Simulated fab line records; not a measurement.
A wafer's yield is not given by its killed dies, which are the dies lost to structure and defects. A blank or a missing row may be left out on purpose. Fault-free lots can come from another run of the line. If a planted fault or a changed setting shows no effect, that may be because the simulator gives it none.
Problem report in the 8D (eight disciplines) form, filled by code / flow berkeleyCmos170 / the parts of the form that need people (team, actions taken, sign-off) are left out

## 1. THE ISSUE
tiltDeg at UCB170_NSD_IMPLANT_08 reads a mean of 6.607 degrees on 6 wafers of 2 lots; wafers without a fault read 7.000 degrees with a standard deviation of 0.022. That puts it -18 standard deviations away from the usual mean.
Earliest sighting: wafer L365.1 on implanter-03 at day 10 22:53. The record has a number at this step for 18 wafers belonging to 6 lots. Rule for "out" (also "out of limits"): further than 4 standard deviations from the usual mean. All remaining wafers that have a number are taken as sound.

## 2. WHAT IT IS, AND WHAT IT ISN'T
question=which readings at this step | is=tiltDeg | is not=-
question=which lots | is=L365, L368 | is not=L350, L351, L369, L370
question=which wafers of those lots | is=all that have a number | is not=-
question=read on which tools | is=implanter-03 | is not=implanter-01, implanter-04
question=when | is=from day 10 22:53 | is not=up to then (6 sound wafers); but 6 sound wafers of L369, L370 came after

## 3. SUSPECTS, AND WHAT RULES EACH OUT
Counting: a tool at any process step up to the reading remains a suspect when it ran all the lots that are out and ran no sound lot after the first of those.
- implanter-03 at UCB170_NSD_IMPLANT_08: kept. All lots that are out passed through it, beginning with L365 at day 10 22:53, and no sound lot followed; its final sound lot before that point was L351 at day 8 00:01. On those wafers its own readings are out: tiltDeg.
The count leaves implanter-03 at UCB170_NSD_IMPLANT_08.

## 4. THE CAUSE (what the simulator had put in)
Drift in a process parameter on implanter-03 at UCB170_NSD_IMPLANT_08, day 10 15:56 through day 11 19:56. From 7, the setting tiltDeg moved by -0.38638. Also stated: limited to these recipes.
This tool alone remained once counting was done.

## 5. THE CHAIN OF EFFECTS, in route order
Each row: a reading whose mean over the struck wafers that have a number lies more than 3 standard deviations from the usual. Only readings for which the record gives a usual standard deviation are gone through. hours: the time from each lot's start at the first step in this table that gives one to its start at this step, as a median over the lots. sigmas: the change in usual standard deviations.
hours=0; step=UCB170_NSD_IMPLANT_08; reading=tiltDeg; usual=7.000 degrees; on struck wafers=6.607; change=-0.393; sigmas=-18
It contains these process steps:
- UCB170_NSD_IMPLANT_08

## 6. HOW IT WOULD HAVE BEEN CAUGHT EARLIER
The fault began at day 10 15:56; the first out-of-limits reading in this record came at day 10 22:53, 7 hours later.
